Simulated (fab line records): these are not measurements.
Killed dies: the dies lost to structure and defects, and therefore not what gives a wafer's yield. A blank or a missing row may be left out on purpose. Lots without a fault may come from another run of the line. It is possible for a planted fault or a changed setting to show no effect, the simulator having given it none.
One fault through the eyes of 2 desks | flow rit-cmos | numbers are kept per desk, each desk with only its own; the story behind them comes last

== THE METROLOGY DESK ==
Lot by lot, what the gauges showed, no matter which tool ran the lot: averages of those sampled wafers that carry a number. Marked OUT: a lot whose mean sits more than 4 standard deviations from the usual mean, which makes it out of limits; the brackets give that distance.
Columns: A = GATE_POLY_THK at RIT_GATE_THK_MEAS_09, usual 250.6 nm; B = NSD_TW at RIT_NSD_TW_MEAS_10, usual 3120; C = NSD_RS at RIT_SDANNEAL_RS_MEAS_05, usual 84.60 ohm/sq; D = M1_BOW at RIT_M1_BOW_MEAS_16, usual 18 um
lot  | first seen here | A     | B              | C               | D
L165 | day 2 12:23     | 250.1 | 3141           | 84.50           | 13
L166 | day 2 16:42     | 250.1 | 3149           | 84.31           | 16
L167 | day 3 04:20     | 247.9 | 3096           | 84.78           | 16
L169 | day 3 12:46     | 250.9 | 3131           | 84.57           | 13
L171 | day 3 19:45     | 253.0 | 3092           | 84.09           | 19
L172 | day 4 05:17     | 250.5 | 3088           | 84.80           | 20
L175 | day 4 18:28     | 251.0 | 3119           | 84.26           | 19
L177 | day 5 02:56     | 253.7 | 3356 (+12) OUT | 64.52 (-69) OUT | -
L178 | day 5 08:35     | 249.6 | 3116           | 84.57           | 19
L181 | day 5 21:34     | 252.2 | 3354 (+12) OUT | 64.49 (-69) OUT | -
L182 | day 6 02:59     | 249.6 | 3120           | 84.95           | 16
L185 | day 6 15:43     | 255.3 | 3129           | 84.43           | 19
L187 | day 7 02:41     | 252.3 | 3108           | 84.31           | 18
L188 | day 7 11:01     | 249.6 | 3145           | 84.49           | 18
This desk's result: L177, L181 out of limits, first on L177 (NSD_TW at RIT_NSD_TW_MEAS_10), day 5 15:28. In limits: L165, L166, L167, L169, L171, L172, L175, L178, L182, L185, L187, L188.

== AT THE TOOL OWNER'S DESK: implanter-02 ==
The tool's own readings at RIT_NSD_IMPLANT_08, given as means over the sampled wafers that have a number, one for each lot that went through this tool. Marked OUT: a lot whose mean sits more than 4 standard deviations from the usual mean, which makes it out of limits; the brackets give that distance.
Columns: A = beam-on-s at RIT_NSD_IMPLANT_08, usual 10.00 s; B = faraday-current-uA at RIT_NSD_IMPLANT_08, usual 3133
lot  | first seen here | A               | B
L165 | day 3 01:16     | 9.93            | 3161
L166 | day 3 05:19     | 9.98            | 3137
L171 | day 4 07:31     | 10.05           | 3114
L172 | day 4 16:40     | 9.94            | 3142
L175 | day 5 08:25     | 10.10           | 3104
L177 | day 5 15:09     | 14.27 (+25) OUT | 2199 (-17) OUT
L181 | day 6 09:04     | 14.11 (+24) OUT | 2217 (-17) OUT
Finding of this desk: L177, L181 out of limits; the first was L177 at day 5 15:09, on beam-on-s at RIT_NSD_IMPLANT_08. In limits: L165, L166, L171, L172, L175.

== BROUGHT TOGETHER ==
At day 5 15:09, on L177, L181, the tool owner's desk was in a position to raise an alarm.
An alarm was possible from the metrology desk at day 5 15:28, on L177, L181.
All the named lots went through RIT_NSD_IMPLANT_08 on implanter-02.

== WHAT HAD BEEN PUT IN BY THE SIMULATOR ==
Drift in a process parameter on implanter-02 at RIT_NSD_IMPLANT_08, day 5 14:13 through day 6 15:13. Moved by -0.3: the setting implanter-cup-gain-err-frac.
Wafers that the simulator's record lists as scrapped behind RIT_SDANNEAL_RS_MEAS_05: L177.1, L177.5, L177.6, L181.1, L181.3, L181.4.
Lots struck among those shown: L177, L181.
Counting hours from when the fault started, the first reading out of limits came at 1 for the tool owner's desk and at 1 for the metrology desk.
